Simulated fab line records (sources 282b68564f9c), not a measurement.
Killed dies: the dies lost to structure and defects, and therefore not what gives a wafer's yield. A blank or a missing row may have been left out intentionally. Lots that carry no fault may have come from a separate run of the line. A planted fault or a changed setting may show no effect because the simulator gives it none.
A struck lot beside a sound one + flow ritCmos + 21 out of 202 route steps
Sound: wafers L454.1, L454.3, L454.4. Struck: wafers L463.1, L463.5, L463.6. The cause comes at the end.
At each step with rows: each side's tool, then ch and its chambers, then its first start. Under that, the readings that differ: sound wafers + struck wafers + difference of the means + sigmas: that difference in standard deviations of wafers without a fault.
alike: same words and numbers on both sides, and readings whose means sit less than 2 such deviations apart. not compared: any withheld reading, any reading some wafer has no value for, any bound like >300 that may hide the same value, and any number with overlapping values for which the record gives no deviation.
The two part at a step that has a row with sigmas, a row that says differs or no value, or rows on one side only. Numbers that don't overlap but have no deviation are shown without sigmas and don't part them. A reading missing from all wafers of one side parts the sides only when that side holds two or more wafers.

first, 6 steps without rows for these wafers: RIT_NSD_HMDS_00 (prime time 60 s); RIT_NSD_COAT_01 (resist thk 1000 nm); RIT_NSD_SOFTBAKE_02 (time 60 s); RIT_NSD_EXPOSE_03 (exposes mask M9, target cd 40700 nm); RIT_NSD_PEB_04; RIT_NSD_DEVELOP_05 (develop time 50 s).
RIT_NSD_OVL_MEAS_06:
  struck on overlay-02, day 5 23:43; sound on overlay-02, day 3 19:43
  alike: NSD_OVL
then, 2 steps without rows for these wafers: RIT_NSD_HARDBAKE_07 (time 60 s); RIT_NSD_IMPLANT_08.
RIT_NSD_STRIP_09: strips in O2, time 180 s.
  sound on plasmaAsher-04 ch 0,1, day 3 20:04; struck on plasmaAsher-01 ch 0,1, day 6 00:02
  alike: drypumpMotorCurrentA, rfReflPowerW
  not compared: rfHoursCounterH
RIT_NSD_TW_MEAS_10:
  struck on filmMetro-02, day 6 00:13; sound on filmMetro-02, day 3 20:14
  alike: NSD_TW
then, 1 step without rows for these wafers: RIT_PSD_HMDS_00 (prime time 60 s).
RIT_PSD_COAT_01: resist thk 1000 nm.
  sound on lithoTrack-03 ch 0, day 3 20:26; struck on lithoTrack-03 ch 0, day 6 00:26
| reading                                 | sound                | struck               | difference | sigmas      |
|-----------------------------------------|----------------------|----------------------|------------|-------------|
| spinSpeedRpm (rpm)                      | 3253.6 3250.9 3250.2 | 3734.7 3738.9 3741.1 | +486.7     | +99 or more |
| model.NOVOLAK_of_PSD_COAT_01.thkNm (nm) | 998.9 998.8 999.7    | 936.8 934.8 933.2    | -64.2      |             |
then, 4 steps without rows for these wafers: RIT_PSD_SOFTBAKE_02 (time 60 s); RIT_PSD_EXPOSE_03 (exposes mask M10, target cd 40900 nm); RIT_PSD_PEB_04; RIT_PSD_DEVELOP_05 (develop time 50 s).
RIT_PSD_OVL_MEAS_06:
  struck on overlay-02, day 6 01:15; sound on overlay-01, day 3 21:08
  alike: PSD_OVL
RIT_PSD_HARDBAKE_07: time 60 s.
  sound on lithoTrack-03 ch 0, day 3 21:11; struck on lithoTrack-01 ch 0, day 6 01:17
| reading                                 | sound             | struck            | difference | sigmas |
|-----------------------------------------|-------------------|-------------------|------------|--------|
| model.NOVOLAK_of_PSD_COAT_01.thkNm (nm) | 882.8 882.8 883.5 | 828.5 826.8 825.4 | -56.1      |        |
next, for these wafers, 1 step has no rows: RIT_PSD_IMPLANT_08.
RIT_M1_PROBE_99:
  struck on prober-02, day 6 10:44; sound on prober-02, day 4 06:05
| reading     | sound   | struck | difference | sigmas |
|-------------|---------|--------|------------|--------|
| killedDies  | 15 8 10 | 3 5 6  | -6         | -2     |
| killedShort | 9 6 6   | 2 2 5  | -4         | -2     |
  alike: killed_at_M0_to_M3, killedAtContacts, killedAtFrontEnd, killedOpen

WHERE THEY PART
Last at RIT_M1_PROBE_99 as far as this record goes, first at RIT_PSD_COAT_01.

WHY: the cause the simulator had injected
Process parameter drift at RIT_PSD_COAT_01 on lithoTrack-03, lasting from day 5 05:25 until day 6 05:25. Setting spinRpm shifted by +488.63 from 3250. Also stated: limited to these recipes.
